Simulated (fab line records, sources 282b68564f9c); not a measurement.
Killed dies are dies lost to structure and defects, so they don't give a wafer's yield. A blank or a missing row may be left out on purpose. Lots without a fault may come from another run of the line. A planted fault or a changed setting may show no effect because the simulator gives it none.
A struck lot beside a sound one | flow rit_cmos | 43 steps out of a route of 202
Sound: wafers L207.1, L207.4, L207.5. Struck: wafers L209.2, L209.3, L209.4. The cause comes at the end.
At each step with rows: each side's tool, then ch and its chambers, then its first start. Under that, the readings that differ: sound wafers | struck wafers | difference of the means | sigmas: that difference in standard deviations of wafers without a fault.
alike: readings whose means differ by less than 2 such deviations, and words and numbers that are the same on both sides. not compared: withheld readings, readings that some wafer has no value for, bounds like >300 that may hide the same value, and numbers for which the record gives no deviation and whose values overlap.
The two part at a step that has a row with sigmas, a row that says differs or no value, or rows on one side only. Numbers that don't overlap but have no deviation are shown without sigmas and don't part them. A reading that every wafer of one side lacks parts them only if that side has two wafers or more.

first, 2 steps without rows for these wafers: RIT_NRETRO_HARDBAKE_07 (time 120 s); RIT_NRETRO_IMPLANT_08.
RIT_NRETRO_STRIP_09: strips in O2, time 180 s.
  sound on plasma_asher-04 ch 0,1, day 3 12:35; struck on plasma_asher-03 ch 0,1, day 3 22:34
  alike: drypump_motor_current_A
  not compared: rf_hours_counter_h
RIT_NRETRO_TW_MEAS_10:
  sound on film_metro-01, day 3 12:46; struck on film_metro-02, day 3 22:45
  alike: NRETRO_TW
then, 6 steps without rows for these wafers: RIT_PRETRO_HMDS_00 (prime time 60 s); RIT_PRETRO_COAT_01 (resist thk 1300 nm); RIT_PRETRO_SOFTBAKE_02 (time 60 s); RIT_PRETRO_EXPOSE_03 (exposes mask M5, target cd 43700 nm); RIT_PRETRO_PEB_04; RIT_PRETRO_DEVELOP_05 (develop time 65.46 s).
RIT_PRETRO_OVL_MEAS_06:
  sound on overlay-01, day 3 13:53; struck on overlay-02, day 3 23:43
  alike: PRETRO_OVL
then, 1 step without rows for these wafers: RIT_PRETRO_HARDBAKE_07 (time 120 s).
RIT_PRETRO_IMPLANT_08:
  sound on implanter-03 ch 0, day 3 14:10; struck on implanter-02 ch 0, day 4 00:01
  reading            | sound             | struck            | difference | sigmas
  tilt_deg (degrees) | 6.961 6.971 6.987 | 7.032 7.012 7.002 | +0.042     | +2
  alike: dose_ions_cm2
RIT_PRETRO_STRIP_09: strips in O2, time 180 s.
  sound on plasma_asher-01 ch 0,1, day 3 14:19; struck on plasma_asher-01 ch 0,1, day 4 00:08
  alike: drypump_motor_current_A
  not compared: rf_hours_counter_h
RIT_PRETRO_TW_MEAS_10:
  sound on film_metro-03, day 3 14:29; struck on film_metro-04, day 4 00:20
  alike: PRETRO_TW
then, 5 steps without rows for these wafers: RIT_GATE_WET_ETCH_00 (etches SiO2 in BOE, target depth 56 nm, time 60 s); RIT_GATE_CLEAN_01 (cleans in SC1, time 600 s); RIT_GATE_CLEAN_02 (cleans in dHF, time 30 s); RIT_GATE_CLEAN_03 (cleans in SC2, time 600 s); RIT_GATE_CLEAN_04 (cleans in dHF, time 60 s).
RIT_FOX2_THK_MEAS_91:
  sound on film_metro-01, day 3 14:58; struck on film_metro-02, day 4 00:49
  alike: FIELD_OXIDE_LEFT_2_THK
then, 2 steps without rows for these wafers: RIT_GATE_OXIDATION_05 (target thk 3 nm, ox time 270 s); RIT_GATE_ANNEAL_06 (time 600 s).
RIT_GATE_THK_MEAS_07:
  sound on film_metro-02, day 3 16:21; struck on film_metro-02, day 4 03:30
  alike: GATE_OXIDE_THK
then, 1 step without rows for these wafers: RIT_GATE_CVD_08 (deposits poly-Si from SiH4, target thk 250 nm, time 2132 s).
RIT_GATE_THK_MEAS_09:
  sound on film_metro-04, day 3 18:40; struck on film_metro-04, day 4 05:28
  alike: GATE_POLY_THK
then, 6 steps without rows for these wafers: RIT_GATE_HMDS_10 (prime time 60 s); RIT_GATE_COAT_11 (resist thk 850 nm); RIT_GATE_SOFTBAKE_12 (time 60 s); RIT_GATE_EXPOSE_13 (exposes mask M6, target cd 150 nm); RIT_GATE_PEB_14; RIT_GATE_DEVELOP_15 (develop time 50 s).
RIT_GATE_CD_MEAS_16: target cd 150 nm.
  sound on cd_sem-02, day 3 19:35; struck on cd_sem-02, day 4 06:23
  alike: cd_nm
RIT_GATE_OVL_MEAS_17:
  sound on overlay-02, day 3 19:42; struck on overlay-02, day 4 06:30
  alike: GATE_OVL
then, 1 step without rows for these wafers: RIT_GATE_HARDBAKE_18 (time 60 s).
RIT_GATE_ETCH_19: etches poly-Si in SF6/CHF3/O2, stops on SiO2, time 170.6 s, target depth 312.5 nm.
  sound on rie_si-01 ch 1,3, day 3 19:53; struck on rie_si-01 ch 1,2, day 4 06:46
  alike: drypump_motor_current_A, oes_product_au, throttle_valve_pct
  not compared: rf_hours_counter_h
RIT_GATE_STRIP_20: strips in O2, time 180 s.
  sound on plasma_asher-01 ch 0,1, day 3 20:00; struck on plasma_asher-01 ch 0,1, day 4 06:52
  alike: drypump_motor_current_A
  not compared: rf_hours_counter_h
RIT_GATE_CD_MEAS_90: target cd 150 nm.
  sound on cd_sem-01, day 3 20:10; struck on cd_sem-01, day 4 07:04
  alike: cd_nm
then, 4 steps without rows for these wafers: RIT_REOX_CLEAN_00 (cleans in SC1, time 600 s); RIT_REOX_CLEAN_01 (cleans in dHF, time 30 s); RIT_REOX_CLEAN_02 (cleans in SC2, time 600 s); RIT_REOX_OXIDATION_03 (target thk 25.2 nm, ox time 5580 s).
RIT_M1_PROBE_99:
  sound on prober-01, day 4 16:15; struck on prober-01, day 5 04:25
  reading                                 | sound                      | struck                 | difference | sigmas
  model.etest.nmos_0p15.drive_ua_um_range | 10.38 4.584 11.81          | 32.64 45.99 31.96      | +27.94     |
  model.etest.nmos_0p15.vt_v_range        | 0.003319 0.007315 0.005253 | 0.05651 0.05714 0.0567 | +0.05149   |
  alike: killed_at_front_end, killed_dies, killed_open, killed_short

WHERE THEY PART
Only at RIT_PRETRO_IMPLANT_08, within this record. Later steps at which nothing parts them and some readings are alike: RIT_PRETRO_STRIP_09, RIT_PRETRO_TW_MEAS_10, RIT_FOX2_THK_MEAS_91, RIT_GATE_THK_MEAS_07, RIT_GATE_THK_MEAS_09, RIT_GATE_CD_MEAS_16, RIT_GATE_OVL_MEAS_17, RIT_GATE_ETCH_19, RIT_GATE_STRIP_20, RIT_GATE_CD_MEAS_90, RIT_M1_PROBE_99.

WHY: what the simulator had put in
Process parameter drift: implanter-02, from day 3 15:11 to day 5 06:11, at RIT_PRETRO_IMPLANT_08. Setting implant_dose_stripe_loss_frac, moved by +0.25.
